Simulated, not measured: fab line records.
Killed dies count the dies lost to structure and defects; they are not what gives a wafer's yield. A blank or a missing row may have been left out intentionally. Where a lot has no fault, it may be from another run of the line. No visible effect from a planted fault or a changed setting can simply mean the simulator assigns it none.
Which tool is to blame? | flow rit-cmos | Sampling: 7 lots, 21 wafers, 2 of 202 route steps

== WHAT EACH GAUGE READ, for each wafer ==
RIT_PSD_OVL_MEAS_06.
lot  | measured    | on         | PSD_OVL (nm)
L831 | day 3 11:04 | overlay-02 | -1.0 0.7 0.4
L833 | day 3 22:04 | overlay-01 | 1.6 0.8 -0.2
L835 | day 4 07:22 | overlay-02 | 2.1 2.8 1.0
L837 | day 4 19:53 | overlay-02 | -0.3 1.2 1.8
L842 | day 5 22:45 | overlay-01 | -0.5 0.0 0.1
L844 | day 6 02:40 | overlay-02 | -4.1 -4.2 -4.0
L849 | day 7 05:17 | overlay-01 | 0.8 3.6 0.3

== TOOL THAT RAN EACH LOT (tool first, then ch and the chambers of the sampled wafers, then the start) ==
lot  | RIT_PSD_EXPOSE_03
L831 | iline-stepper-01 ch 0, day 3 10:40
L833 | iline-stepper-01 ch 0, day 3 21:38
L835 | iline-stepper-01 ch 0, day 4 06:59
L837 | iline-stepper-01 ch 0, day 4 19:31
L842 | iline-stepper-01 ch 0, day 5 22:23
L844 | iline-stepper-01 ch 0, day 6 02:17
L849 | iline-stepper-02 ch 0, day 7 04:55
- RIT_PSD_EXPOSE_03: exposes mask M10, target cd 40900 nm.

== THE ANSWER, worked out from the rows above alone ==
Rule: the usual values come from the lots themselves. The widest of any qualifying gaps counts: lots, ordered by their means at a reading, are off when they make up no more than a third of the lots, leave a main group of 4 or more, and stand apart from it by 3 or more times the standard deviation of that group's means. A main group is skipped when, at the precision printed for the reading in the tables above, its means are all equal. A lot without any number at a reading at which 4 lots or more have one is off too. Any other lot the step has rows for is counted as sound.
Off: L844, at RIT_PSD_OVL_MEAS_06 (PSD_OVL). Mean 0.8 nm and standard deviation 0.75 in the main group.
If a tool, at a process step before that reading, ran all the lots that are off and no sound lot after the first of them, it fits. Those tools and the gauges at RIT_PSD_OVL_MEAS_06 are tried in the same way. This does not decide it: 2 tools fit, namely iline-stepper-01 at RIT_PSD_EXPOSE_03 and overlay-02 at RIT_PSD_OVL_MEAS_06.

== WHAT THE SIMULATOR HAD INSERTED ==
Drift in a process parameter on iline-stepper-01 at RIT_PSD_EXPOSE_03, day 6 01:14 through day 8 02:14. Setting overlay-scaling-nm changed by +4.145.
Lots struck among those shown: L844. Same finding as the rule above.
